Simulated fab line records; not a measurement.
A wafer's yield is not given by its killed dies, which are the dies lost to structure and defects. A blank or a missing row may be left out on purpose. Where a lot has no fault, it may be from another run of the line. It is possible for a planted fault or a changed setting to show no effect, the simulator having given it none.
2 desks, one fault | flow ritCmos | every desk sees just its own numbers, and what lay behind them comes last

== METROLOGY DESK ==
Lot by lot, what the gauges showed, no matter which tool ran the lot: averages of those sampled wafers that carry a number. The brackets show how far a lot's mean lies from the usual mean; more than 4 standard deviations puts the lot out of limits, marked OUT.
Columns: A = PRETRO_TW at RIT_PRETRO_TW_MEAS_10, usual 482
lot  | first seen here | A
L481 | day 2 09:07     | 484
L482 | day 2 14:55     | 484
L483 | day 2 19:06     | 482
L484 | day 3 00:19     | 475
L485 | day 3 05:24     | 483
L486 | day 3 11:50     | 484
L487 | day 3 17:24     | 475
L491 | day 4 11:26     | 483
L493 | day 5 00:12     | 463 (-4.7) OUT
L496 | day 5 14:25     | 461 (-5.2) OUT
L501 | day 6 13:27     | 477
L502 | day 6 19:31     | 487
L503 | day 7 00:48     | 486
L504 | day 7 06:26     | 482
Per this desk, out of limits: L493, L496; the first was L493, day 5 00:12 (PRETRO_TW at RIT_PRETRO_TW_MEAS_10). L481, L482, L483, L484, L485, L486, L487, L491, L501, L502, L503, L504 stayed within limits.

== FOR THE TOOL OWNER'S DESK: implanter-04 ==
For each lot that ran on this tool, the mean over its sampled wafers that have a number, from the tool's own readings at RIT_PRETRO_IMPLANT_08. The brackets show how far a lot's mean lies from the usual mean; more than 4 standard deviations puts the lot out of limits, marked OUT.
Columns: A = beamEnergyKeV at RIT_PRETRO_IMPLANT_08, usual 45.808
lot  | first seen here | A
L481 | day 2 08:50     | 45.829
L483 | day 2 18:46     | 45.789
L486 | day 3 11:31     | 45.800
L487 | day 3 17:04     | 45.818
L493 | day 4 23:53     | 45.790
L496 | day 5 14:06     | 45.805
Finding of this desk: none of the 6 lots has anything out of limits.

== PUT TOGETHER ==
The metrology desk could have raised an alarm at day 5 00:12, on L493, L496.
The desk of the tool owner found nothing out of limits.
The tool owner's desk has L493, L496 on record, within its limits.
All the named lots went through RIT_PRETRO_IMPLANT_08 on implanter-04.

== WHAT THE SIMULATOR HAD INSERTED ==
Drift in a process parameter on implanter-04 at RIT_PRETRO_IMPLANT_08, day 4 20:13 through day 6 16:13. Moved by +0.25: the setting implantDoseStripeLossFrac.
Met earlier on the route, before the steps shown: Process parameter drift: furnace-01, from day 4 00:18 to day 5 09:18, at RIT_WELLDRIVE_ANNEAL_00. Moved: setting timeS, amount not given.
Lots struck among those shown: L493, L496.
Time in hours between the start of the fault and the first out-of-limits reading at each desk: metrology desk, 4.
